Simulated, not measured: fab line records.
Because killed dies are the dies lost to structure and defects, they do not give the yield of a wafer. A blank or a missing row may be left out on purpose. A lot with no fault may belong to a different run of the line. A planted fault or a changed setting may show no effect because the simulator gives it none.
8D (eight disciplines) problem report, filled in by code | flow berkeley cmos170 | the parts of the form that need people (team, actions taken, sign-off) are left out

## 1. THE ISSUE
Mean of rf fwd power W at UCB170_M1_ETCH_11: 414.3 W across 3 wafers in 2 lots; on wafers with no fault it is 495.4 W (standard deviation 2.3). That puts it -35 standard deviations away from the usual mean.
The step: etches BARC in N2/H2.
The first sign was on wafer L695.6 at day 9 16:40, on rie diel-03. The record holds 42 wafers of 14 lots with a number at this step. By rule, "out" or "out of limits" means more than 4 standard deviations away from the usual mean. The rest of the wafers with a number are treated as sound.

## 2. WHAT THIS IS AND IS NOT
question                    | is                             | is not
which readings at this step | rf fwd power W, oes product au | drypump motor current A, throttle valve pct
which lots                  | L695, L699                     | L684, L685, L687, L688, L690, L691, L693, L694, L696, L701, L705, L707
which wafers of those lots  | L695.6, L699.3, L699.5         | L695.1, L695.3, L699.4
read on which tools         | rie diel-03                    | rie diel-01, rie diel-04
when                        | from day 9 16:40               | up to then (26 sound wafers); but 13 sound wafers of L696, L699, L701, L705, L707 came after

## 3. WHAT RULES OUT EACH SUSPECT
Counting: a tool at a process step up to the reading stays a suspect if it ran every lot that is out. Sound lots after the first of them don't rule it out here, since some wafers of a struck lot are sound.
- rtp anneal-01 at UCB170_CONTACT_RTA_08 (time 10 s): kept. It processed each lot that is out (first: L695, day 9 13:10); up to then, its last sound lot is L694 (day 9 00:52).
- rie diel-03 at UCB170_M1_ETCH_11 (etches BARC in N2/H2): kept. It processed each lot that is out (first: L695, day 9 16:40); up to then, its last sound lot is L694 (day 9 04:11). Its own oes product au, rf fwd power W readings are out on those wafers.
- In rie diel-03 at UCB170_M1_ETCH_11, the wafers that are out were processed in chamber 1 and their sound lot-mates in chambers 0, 2, 3.
Left after counting: rtp anneal-01 at UCB170_CONTACT_RTA_08, rie diel-03 at UCB170_M1_ETCH_11.

## 4. THE CAUSE (what the simulator had put in)
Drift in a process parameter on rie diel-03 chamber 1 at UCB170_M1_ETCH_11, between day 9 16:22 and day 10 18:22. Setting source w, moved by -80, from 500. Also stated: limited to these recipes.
This tool is one of the 2 suspects left after counting.

## 5. THE EFFECT CHAIN, in route order
Each row: a reading whose mean over the struck wafers that have a number lies more than 3 standard deviations from the usual. Scope: only readings with a usual standard deviation given in the record; hours: median across lots of the time from each lot's start at the first step in this table that gives one to its start at this step; sigmas: change in usual standard deviations.
hours | step              | reading        | usual      | on struck wafers | change | sigmas
0     | UCB170_M1_ETCH_11 | oes product au | 0.998 a.u. | 0.924            | -0.074 | -5.3
0     | UCB170_M1_ETCH_11 | rf fwd power W | 495.4 W    | 414.3            | -81.1  | -35
The process steps in it:
- UCB170_M1_ETCH_11: etches BARC in N2/H2.
Later measuring or inspecting steps at which every struck wafer that the step has a row for has a number for every such reading, and none has moved that far: UCB170_M1_CD_MEAS_90.

## 6. WHAT WOULD HAVE CAUGHT IT SOONER
In this record the first reading out of limits was taken at day 9 16:40, 0 hours after the fault began at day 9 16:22.
